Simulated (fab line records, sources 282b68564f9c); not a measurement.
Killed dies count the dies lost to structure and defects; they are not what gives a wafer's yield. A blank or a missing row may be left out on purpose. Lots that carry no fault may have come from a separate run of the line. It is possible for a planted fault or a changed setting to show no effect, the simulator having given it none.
A lot that was struck, set against a sound lot	flow rit-cmos	15 steps out of a route of 202
Sound: these wafers, L545.1, L545.2, L545.4. Wafers struck: L556.1, L556.4, L556.6. The cause is given at the end.
Each step with rows lists, per side, the tool, then ch with its chambers, then its first start. Under that, the readings that differ: sound wafers	struck wafers	difference of the means	sigmas: that difference in standard deviations of wafers without a fault.
alike: readings whose means differ by less than 2 such deviations, and words and numbers that are the same on both sides. not compared: withheld readings, readings that some wafer has no value for, bounds like >300 that may hide the same value, and numbers for which the record gives no deviation and whose values overlap.
Wherever a step has rows on one side only, a row that says differs or no value, or a row with sigmas, the two part there. Non-overlapping numbers with no deviation appear without sigmas and do not part them. A reading missing from all wafers of one side parts the sides only when that side holds two or more wafers.

first, 4 steps without rows for these wafers: RIT_NSD_SOFTBAKE_02 (time 60 s); RIT_NSD_EXPOSE_03 (exposes mask M9, target cd 40700 nm); RIT_NSD_PEB_04; RIT_NSD_DEVELOP_05 (develop time 50 s).
RIT_NSD_OVL_MEAS_06:
  sound: overlay-01 at day 3 04:37; struck: overlay-01 at day 5 07:34
  alike: NSD_OVL
then, 2 steps without rows for these wafers: RIT_NSD_HARDBAKE_07 (time 60 s); RIT_NSD_IMPLANT_08.
RIT_NSD_STRIP_09: strips in O2, time 180 s.
  sound on plasma-asher-03 ch 0,1, day 3 04:57; struck on plasma-asher-03 ch 0, day 5 07:55
  alike: drypump-motor-current-A, o2-flow-sccm
  not compared: rf-hours-counter-h
RIT_NSD_TW_MEAS_10:
  sound: film-metro-01 at day 3 05:07; struck: film-metro-01 at day 5 08:05
  alike: NSD_TW
then, 3 steps without rows for these wafers: RIT_PSD_HMDS_00 (prime time 60 s); RIT_PSD_COAT_01 (resist thk 1000 nm); RIT_PSD_SOFTBAKE_02 (time 60 s).
RIT_PSD_EXPOSE_03: exposes mask M10, target cd 40900 nm.
  sound on iline-stepper-02 ch 0, day 3 05:46; struck on iline-stepper-02 ch 0, day 5 08:44
reading	sound	struck	difference	sigmas
model.PSD.overlay-x-nm (nm)	0.02333 0.02333 0.02333	2.386 2.386 2.386	+2.363	
  alike: mask, exposure-dose-mJ-cm2
then, 1 step without rows for these wafers: RIT_PSD_PEB_04.
RIT_M1_PROBE_99:
  the record holds rows for the sound wafers here (prober-02, day 3 16:05) but none for the struck ones

WHERE THEY PART
Within this record, at RIT_M1_PROBE_99 only.

WHY: what had been put in by the simulator
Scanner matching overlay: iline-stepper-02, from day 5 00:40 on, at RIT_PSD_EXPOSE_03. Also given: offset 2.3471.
